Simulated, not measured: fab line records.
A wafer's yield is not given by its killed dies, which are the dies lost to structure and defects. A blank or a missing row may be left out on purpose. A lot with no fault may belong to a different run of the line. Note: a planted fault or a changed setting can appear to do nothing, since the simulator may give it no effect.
Which of the tools did it? -- flow berkeley-cmos170 -- Sampling: 14 lots, 42 wafers, 5 of 331 route steps

WHAT THE GAUGES SHOWED, per wafer
UCB170_SACOX_THK_MEAS_02. Usual: SACOX_OXIDE_THK 14.18 nm, standard deviation 0.19.
lot,measured,on,SACOX_OXIDE_THK (nm),flag
L146,day 6 02:52,film-metro-01,14.03 13.88 14.24,
L145,day 6 02:52,film-metro-04,14.44 14.11 14.17,
L147,day 6 19:27,film-metro-04,13.98 13.87 13.70,
L148,day 6 19:27,film-metro-01,14.57 14.27 14.30,
L150,day 7 02:56,film-metro-04,14.14 14.15 14.27,
L151,day 7 11:39,film-metro-04,13.88 14.22 14.07,
L152,day 7 11:39,film-metro-01,13.88 13.86 13.94,
L153,day 7 21:03,film-metro-01,14.35 14.05 14.23,
L156,day 8 18:31,film-metro-04,14.28 14.38 14.25,
L159,day 8 18:32,film-metro-03,14.10 14.42 14.55,
L162,day 9 14:27,film-metro-01,14.04 14.06 14.20,
L165,day 10 11:27,film-metro-01,14.44 14.12 14.01,
L166,day 10 19:37,film-metro-03,13.99 13.99 13.82,
L167,day 10 19:43,film-metro-03,14.26 14.43 14.46,

UCB170_SDANNEAL_RS_MEAS_05: a four-point-probe measurement. Usual: NLDD_RS 618.0 ohm/sq, standard deviation 1.2.
lot,measured,on,NLDD_RS (ohm/sq),flag
L146,day 8 15:10,film-metro-03,619.4 618.8 618.2,
L145,day 8 15:01,film-metro-02,618.4 616.8 617.9,
L147,day 9 01:12,film-metro-02,617.2 616.9 616.7,
L148,day 9 01:12,film-metro-03,619.3 620.1 616.2,
L150,day 9 01:28,film-metro-04,619.3 617.8 617.7,
L151,day 9 12:38,film-metro-03,620.2 620.1 620.4,
L152,day 9 12:59,film-metro-04,618.6 621.2 618.5,
L153,day 10 04:11,film-metro-02,617.9 615.9 617.6,
L156,day 10 17:53,film-metro-02,619.0 620.1 618.2,
L159,day 10 18:55,film-metro-02,643.9 646.5 645.4,OFF
L162,day 11 20:14,film-metro-03,643.4 644.5 643.5,OFF
L165,day 12 08:41,film-metro-04,619.3 617.5 618.8,
L166,day 12 22:10,film-metro-04,618.6 618.4 615.3,
L167,day 12 20:52,film-metro-02,617.0 617.7 617.9,

UCB170_M1_RS_MEAS_01: a four-point-probe measurement. Usual: M1_AL_RS 0.0487 ohm/sq, standard deviation 0.00065.
lot,measured,on,M1_AL_RS (ohm/sq),flag
L146,day 8 22:52,film-metro-04,0.0497 0.0494 0.0499,
L145,day 8 21:35,film-metro-03,0.0486 0.0482 0.0484,
L147,day 9 08:15,film-metro-02,0.0481 0.0488 0.0484,
L148,day 9 08:11,film-metro-04,0.0488 0.0486 0.0489,
L150,day 9 11:59,film-metro-02,0.0491 0.0488 0.0489,
L151,day 9 19:04,film-metro-03,0.0490 0.0483 0.0488,
L152,day 9 19:22,film-metro-04,0.0478 0.0482 0.0480,
L153,day 10 12:01,film-metro-04,0.0491 0.0496 0.0486,
L156,day 10 23:36,film-metro-02,0.0496 0.0483 0.0500,
L159,day 11 02:18,film-metro-03,0.0502 0.0501 0.0494,
L162,day 12 01:58,film-metro-02,0.0483 0.0492 0.0491,
L165,day 12 17:07,film-metro-04,0.0474 0.0480 0.0497,
L166,day 13 04:14,film-metro-03,0.0497 0.0473 0.0485,
L167,day 13 02:08,film-metro-03,0.0484 0.0481 0.0487,

UCB170_M3_OVL_MEAS_16. Usual: M3_OVL 3 nm, standard deviation 5.
lot,measured,on,M3_OVL (nm),flag
L146,day 9 18:17,overlay-02,2 7 4,
L145,day 9 16:29,overlay-01,15 14 5,
L147,day 10 02:20,overlay-02,2 -2 -1,
L148,day 10 00:06,overlay-02,4 3 2,
L150,day 10 03:11,overlay-01,4 5 5,
L151,day 10 12:00,overlay-01,9 0 6,
L152,day 10 12:24,overlay-01,-4 0 -4,
L153,day 11 01:45,overlay-01,8 7 2,
L156,day 11 14:08,overlay-01,6 11 7,
L159,day 11 17:43,overlay-01,3 7 8,
L162,day 12 15:56,overlay-02,13 15 15,
L165,day 13 12:29,overlay-02,7 3 7,
L166,day 13 20:06,overlay-02,-2 0 7,
L167,day 13 19:02,overlay-02,3 -2 -2,

WHAT TOOL EACH LOT RAN ON (gives the tool, then ch and the chambers of the sampled wafers, and finally the start)
lot,UCB170_NLDD_IMPLANT_09
L146,"implanter-02 ch 0, day 7 22:41"
L145,"implanter-04 ch 0, day 7 22:19"
L147,"implanter-04 ch 0, day 8 10:40"
L148,"implanter-04 ch 0, day 8 11:31"
L150,"implanter-04 ch 0, day 8 11:14"
L151,"implanter-01 ch 0, day 9 00:02"
L152,"implanter-04 ch 0, day 8 23:14"
L153,"implanter-01 ch 0, day 9 14:08"
L156,"implanter-04 ch 0, day 10 06:29"
L159,"implanter-04 ch 0, day 10 08:13"
L162,"implanter-04 ch 0, day 11 07:55"
L165,"implanter-02 ch 0, day 11 22:08"
L166,"implanter-02 ch 0, day 12 08:13"
L167,"implanter-01 ch 0, day 12 07:47"
- UCB170_NLDD_IMPLANT_09

WHAT THE TOOLS THEMSELVES READ (means of the sampled wafers that have a number; where no wafer has one, the mark that the record gives instead)
UCB170_NLDD_IMPLANT_09. Usual: dose-ions-cm2 5.002e+13, standard deviation 5.1e+10; faraday-current-uA 158.8, standard deviation 3.
lot,tool,dose-ions-cm2,faraday-current-uA,flag
L146,implanter-02,5.000e+13,158.4,
L145,implanter-04,5.001e+13,157.1,
L147,implanter-04,5.002e+13,160.8,
L148,implanter-04,5.001e+13,159.1,
L150,implanter-04,4.996e+13,157.2,
L151,implanter-01,5.006e+13,157.6,
L152,implanter-04,5.006e+13,156.9,
L153,implanter-01,5.003e+13,159.8,
L156,implanter-04,5.002e+13,160.2,
L159,implanter-04,4.399e+13,140.8,OFF
L162,implanter-04,4.408e+13,138.9,OFF
L165,implanter-02,5.003e+13,158.3,
L166,implanter-02,4.994e+13,160.6,
L167,implanter-01,4.997e+13,161.1,

THE ANSWER, worked out from the rows above alone
Rule: a lot is off if the mean of its wafers that have a number lies more than 3 standard deviations from the usual mean. A lot without any number at a reading at which 4 lots or more have one is off too. The other lots that the step has rows for count as sound. The gauges are gone through in route order, then the tools' own readings, and for those a lot's mean is taken as printed above. The first step at which some lot is off is used, and at that step the reading that is off furthest; a lot without a number counts as furthest.
Off: L159, L162, seen at UCB170_SDANNEAL_RS_MEAS_05 (NLDD_RS).
A tool fits if, at a process step before that reading, it ran every lot that is off, and no sound lot after the first of them. Not tried: the gauges at UCB170_SDANNEAL_RS_MEAS_05; whatever is off there is also off at UCB170_NLDD_IMPLANT_09, on other tools, and gauge error can't account for it. One fits: UCB170_NLDD_IMPLANT_09 on implanter-04. A fault onset in the window from L156 (day 10 06:29, its last sound lot) to L159 (day 10 08:13, its first lot off) fits.
The tool's own readings at UCB170_NLDD_IMPLANT_09 bear it out: on the lots that are off they differ by more than 5 times the standard deviation of the sound lots' means. dose-ions-cm2 reads 4.404e+13 there against 5.001e+13 on the sound lots; faraday-current-uA reads 139.9 there against 158.9 on the sound lots.

WHAT HAD BEEN PUT IN BY THE SIMULATOR
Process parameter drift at UCB170_NLDD_IMPLANT_09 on implanter-04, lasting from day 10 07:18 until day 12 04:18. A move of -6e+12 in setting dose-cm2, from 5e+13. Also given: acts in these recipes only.
Struck lots among those shown: L159, L162. Same finding as the rule above.
